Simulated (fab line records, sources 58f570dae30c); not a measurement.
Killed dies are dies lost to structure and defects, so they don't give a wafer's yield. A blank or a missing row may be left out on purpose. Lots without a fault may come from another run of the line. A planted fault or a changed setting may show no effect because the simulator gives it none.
Which tool did it? | flow berkeley_cmos170 | 14 lots, 42 wafers sampled, at 4 steps of a route of 331

WHAT THE GAUGES READ, wafer by wafer
UCB170_M1_RS_MEAS_01: measures by four-point-probe. Usual: M1_AL_RS 0.0486 ohm/sq, standard deviation 0.00044.
lot  | measured     | on            | M1_AL_RS (ohm/sq)    | flag
L834 | day 6 20:59  | film_metro-01 | 0.0484 0.0477 0.0485 |
L835 | day 7 10:47  | film_metro-01 | 0.0484 0.0485 0.0486 |
L842 | day 8 12:35  | film_metro-04 | 0.0483 0.0488 0.0482 |
L845 | day 9 04:30  | film_metro-01 | 0.0494 0.0486 0.0491 |
L847 | day 9 15:20  | film_metro-01 | 0.0481 0.0477 0.0481 |
L848 | day 10 06:43 | film_metro-03 | 0.0480 0.0482 0.0482 |
L849 | day 10 15:19 | film_metro-03 | 0.0483 0.0491 0.0485 |
L852 | day 10 18:37 | film_metro-03 | 0.0493 0.0489 0.0491 |
L853 | day 11 03:35 | film_metro-01 | 0.0484 0.0480 0.0487 |
L854 | day 11 03:56 | film_metro-01 | 0.0488 0.0486 0.0486 |
L855 | day 11 15:07 | film_metro-03 | 0.0494 0.0489 0.0490 |
L856 | day 12 04:40 | film_metro-04 | 0.0483 0.0481 0.0475 |

WHICH TOOL RAN EACH LOT (tool, then ch and the chambers of the sampled wafers, then the start)
lot  | UCB170_START_OXIDATION_02    | UCB170_NLDD_STRIP_10                 | UCB170_SDANNEAL_RTA_00
L834 | furnace-03 ch 0, day 1 16:30 | plasma_asher-02 ch 0,1, day 6 05:53  | rtp_anneal-02 ch 0, day 6 15:30
L835 | furnace-03 ch 0, day 1 23:36 | plasma_asher-03 ch 0,1, day 6 19:34  | rtp_anneal-02 ch 0, day 7 04:03
L837 | furnace-03, day 2 09:16      | -                                    | -
L838 | furnace-03, day 2 14:52      | -                                    | -
L842 | furnace-01 ch 0, day 3 09:16 | plasma_asher-01 ch 0,1, day 7 19:40  | rtp_anneal-02 ch 0, day 8 06:46
L845 | furnace-01 ch 0, day 4 00:37 | plasma_asher-01 ch 0,1, day 8 11:32  | rtp_anneal-02 ch 0, day 8 21:32
L847 | furnace-03 ch 0, day 4 10:41 | plasma_asher-01 ch 0,1, day 8 22:42  | rtp_anneal-02 ch 0, day 9 08:56
L848 | furnace-01 ch 0, day 4 15:12 | plasma_asher-03 ch 0,1, day 9 13:05  | rtp_anneal-02 ch 0, day 10 00:08
L849 | furnace-01 ch 0, day 4 20:12 | plasma_asher-02 ch 0, day 9 21:52    | rtp_anneal-01 ch 0, day 10 08:05
L852 | furnace-03 ch 0, day 5 10:47 | plasma_asher-03 ch 0,1, day 10 01:54 | rtp_anneal-02 ch 0, day 10 11:03
L853 | furnace-03 ch 0, day 5 17:28 | plasma_asher-02 ch 1, day 10 10:20   | rtp_anneal-01 ch 0, day 10 22:01
L854 | furnace-01 ch 0, day 5 21:53 | plasma_asher-01 ch 0,1, day 10 10:35 | rtp_anneal-02 ch 0, day 10 22:17
L855 | furnace-02 ch 0, day 6 03:17 | plasma_asher-02 ch 0,1, day 10 20:18 | rtp_anneal-01 ch 0, day 11 07:38
L856 | furnace-03 ch 0, day 6 08:35 | plasma_asher-03 ch 0,1, day 11 14:15 | rtp_anneal-01 ch 0, day 11 22:16
- UCB170_START_OXIDATION_02: target thk 20 nm, ox time 1800 s.
- UCB170_NLDD_STRIP_10: strips in O2.
- UCB170_SDANNEAL_RTA_00: time 10 s.

WHAT THE TOOLS THEMSELVES READ (means of the sampled wafers that have a number; where no wafer has one, the mark that the record gives instead)
UCB170_START_OXIDATION_02. Usual: ox_temp_c 950.0 C, standard deviation 0.39; ox_temp_c_max 954.5, standard deviation 1.1.
lot  | tool       | ox_temp_c (C) | ox_temp_c_max | flag
L834 | furnace-03 | 950.1         | 953.8         |
L835 | furnace-03 | 950.0         | 953.8         |
L837 | furnace-03 | -             | -             | OFF
L838 | furnace-03 | -             | -             | OFF
L842 | furnace-01 | 950.3         | 955.9         |
L845 | furnace-01 | 950.3         | 955.5         |
L847 | furnace-03 | 949.9         | 953.5         |
L848 | furnace-01 | 949.8         | 955.7         |
L849 | furnace-01 | 949.8         | 955.1         |
L852 | furnace-03 | 949.7         | 953.4         |
L853 | furnace-03 | 950.5         | 953.9         |
L854 | furnace-01 | 949.4         | 955.5         |
L855 | furnace-02 | 950.1         | 955.1         |
L856 | furnace-03 | 950.0         | 953.7         |

UCB170_NLDD_STRIP_10. Usual: drypump_motor_current_A 5.9 A, standard deviation 0.48; oes_product_au 0.734 a.u., standard deviation 0.0044; strip_time_to_endpoint_s 21.64 s, standard deviation 0.061.
lot  | tool            | drypump_motor_current_A (A) | oes_product_au (a.u.) | strip_time_to_endpoint_s (s) | flag
L834 | plasma_asher-02 | 6.0                         | 0.735                 | 21.61                        |
L835 | plasma_asher-03 | 5.6                         | 0.735                 | 21.70                        |
L842 | plasma_asher-01 | 6.1                         | 0.735                 | 21.64                        |
L845 | plasma_asher-01 | 5.7                         | 0.734                 | 21.66                        |
L847 | plasma_asher-01 | 6.1                         | 0.730                 | 21.73                        |
L848 | plasma_asher-03 | 5.6                         | 0.735                 | 21.61                        |
L849 | plasma_asher-02 | 6.3                         | 0.730                 | 21.61                        |
L852 | plasma_asher-03 | 5.6                         | 0.733                 | 21.55                        |
L853 | plasma_asher-02 | 5.8                         | 0.733                 | 21.60                        |
L854 | plasma_asher-01 | 6.2                         | 0.737                 | 21.68                        |
L855 | plasma_asher-02 | 6.0                         | 0.735                 | 21.67                        |
L856 | plasma_asher-03 | 5.6                         | 0.735                 | 21.61                        |

UCB170_SDANNEAL_RTA_00. Usual: chamber_o2_ppm 2.002, standard deviation 0.021; lamp_power_pct 22.1 %, standard deviation 0.66; wafer_temp_C_max 904.6, standard deviation 2.4.
lot  | tool          | chamber_o2_ppm | lamp_power_pct (%) | wafer_temp_C_max | flag
L834 | rtp_anneal-02 | 2.009          | 22.9               | 908.1            |
L835 | rtp_anneal-02 | 2.008          | 22.9               | 905.8            |
L842 | rtp_anneal-02 | 2.040          | 22.9               | 906.2            |
L845 | rtp_anneal-02 | 1.991          | 22.9               | 907.7            |
L847 | rtp_anneal-02 | 2.033          | 22.9               | 908.1            |
L848 | rtp_anneal-02 | 1.986          | 22.9               | 906.2            |
L849 | rtp_anneal-01 | 1.984          | 21.6               | 901.7            |
L852 | rtp_anneal-02 | 2.010          | 22.9               | 906.3            |
L853 | rtp_anneal-01 | 1.974          | 21.6               | 902.5            |
L854 | rtp_anneal-02 | 2.000          | 22.9               | 906.6            |
L855 | rtp_anneal-01 | 1.996          | 21.5               | 902.5            |
L856 | rtp_anneal-01 | 2.003          | 21.6               | 902.9            |

THE ANSWER, worked out from the rows above alone
Rule: a lot is off if the mean of its wafers that have a number lies more than 3 standard deviations from the usual mean. A lot without any number at a reading at which 4 lots or more have one is off too. The other lots that the step has rows for count as sound. The gauges are gone through in route order, then the tools' own readings, and for those a lot's mean is taken as printed above. The first step at which some lot is off is used, and at that step the reading that is off furthest; a lot without a number counts as furthest.
Off: L837, L838, at UCB170_START_OXIDATION_02 (ox_temp_c). Without a number there: L837, L838.
A tool fits if, at that step or a process step before it, it ran every lot that is off, and no sound lot after the first of them. None of those tried fits.

WHAT THE SIMULATOR HAD PUT IN
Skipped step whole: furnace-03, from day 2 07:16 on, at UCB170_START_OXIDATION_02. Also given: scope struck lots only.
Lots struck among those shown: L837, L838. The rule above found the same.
